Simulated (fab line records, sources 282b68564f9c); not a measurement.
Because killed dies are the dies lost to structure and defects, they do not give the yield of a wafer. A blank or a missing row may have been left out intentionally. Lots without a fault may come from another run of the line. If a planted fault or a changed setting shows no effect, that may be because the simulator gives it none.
Lot-split experiment | flow rit_cmos | on a route of 202 steps: 5 lots, 23 wafers read

## SPLIT DETAILS
At RIT_PWELL_COAT_01 (resist thk 1300 nm), the setting resist_thk_nm was moved away from the recipe's 1300 nm on 7 of the 23 wafers read, by -3.5% to +5.3%. This setting was run at the recipe's value on the other wafers.

The reading comes from the split's own step.

## THE READING
NOVOLAK_of_PWELL_COAT_01.thk_nm (the simulator's own value, which no gauge read), in nm, at RIT_PWELL_COAT_01 (resist thk 1300 nm). The file does not state a usual value for it. Across the 16 wafers here that went through the recipe, the average is 1299 nm and the standard deviation 3.5 nm.

wafer  | tool, chamber at the split | resist_thk_nm as run, nm | against the recipe | NOVOLAK_of_PWELL_COAT_01.thk_nm, nm | against lot-mates on the recipe
L077.1 | litho_track-03, 0          | 1259                     | -3.2%              | 1264                                | -39
L077.2 | litho_track-03, 0          | 1259                     | -3.2%              | 1267                                | -36
L077.3 | litho_track-03, 0          | 1300                     | recipe             | 1301                                | -
L077.4 | litho_track-03, 0          | 1300                     | recipe             | 1305                                | -
L077.6 | litho_track-03, 0          | 1259                     | -3.2%              | 1265                                | -38
L081.2 | litho_track-03, 0          | 1300                     | recipe             | 1301                                | -
L081.6 | litho_track-03, 0          | 1300                     | recipe             | 1301                                | -
L081.3 | litho_track-03, 0          | 1300                     | recipe             | 1299                                | -
L081.4 | litho_track-03, 0          | 1369                     | +5.3%              | 1371                                | +71
L081.5 | litho_track-03, 0          | 1369                     | +5.3%              | 1368                                | +68
L082.1 | litho_track-03, 0          | 1300                     | recipe             | 1303                                | -
L082.2 | litho_track-03, 0          | 1300                     | recipe             | 1301                                | -
L082.3 | litho_track-03, 0          | 1300                     | recipe             | 1301                                | -
L082.4 | litho_track-03, 0          | 1300                     | recipe             | 1301                                | -
L082.5 | litho_track-03, 0          | 1300                     | recipe             | 1298                                | -
L084.1 | litho_track-03, 0          | 1254                     | -3.5%              | 1249                                | -44
L084.2 | litho_track-03, 0          | 1254                     | -3.5%              | 1252                                | -41
L084.3 | litho_track-03, 0          | 1300                     | recipe             | 1295                                | -
L084.5 | litho_track-03, 0          | 1300                     | recipe             | 1294                                | -
L084.6 | litho_track-03, 0          | 1300                     | recipe             | 1291                                | -
L085.1 | litho_track-01, 0          | 1300                     | recipe             | 1297                                | -
L085.2 | litho_track-01, 0          | 1300                     | recipe             | 1296                                | -
L085.4 | litho_track-01, 0          | 1300                     | recipe             | 1300                                | -

FIT RESULTS
A straight line over all 23 wafers: NOVOLAK_of_PWELL_COAT_01.thk_nm changes by +12.7 nm for each +1% of resist_thk_nm; r = +0.99; the points scatter about the line by 4.2 nm.
The same after taking each lot's own level away (the mean of its wafers on the recipe; 23 wafers): +12.6 nm for each +1%; r = +1.00; scatter 1.9 nm.
Per that fit: largest resist_thk_nm move, reading shift of 67 nm.
Across the lots, their own levels run from 1293.3 to 1303.0 nm, a range of 2.8 times the standard deviation given above.
The two slopes agree, so the slope changes little with the lot-to-lot level.
Check: for one of the wafers moved furthest among these (+5.3%), held out of the fit, the line's prediction against its lot-mates is +65.7 nm. It came out at +70.7 nm against them.

## ADDITIONAL SPLITS CARRIED BY THESE WAFERS
Note: prior to the reading, these wafers also went through further splits. Each is held against what the fit with the lots' levels taken away leaves over:
other split on the same wafers       | wafers away from the commonest value | r with NOVOLAK_of_PWELL_COAT_01.thk_nm (lot level and that fit taken away)
RIT_ACTIVE_DEVELOP_10 develop_time_s | 9                                    | -0.34
RIT_NWELL_IMPLANT_08 dose_cm2        | 7                                    | -0.13

## THE FILE'S OWN FIT
NOVOLAK_of_PWELL_COAT_01.thk_nm changes by +12.6 nm for each +1% of resist_thk_nm, r = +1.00.
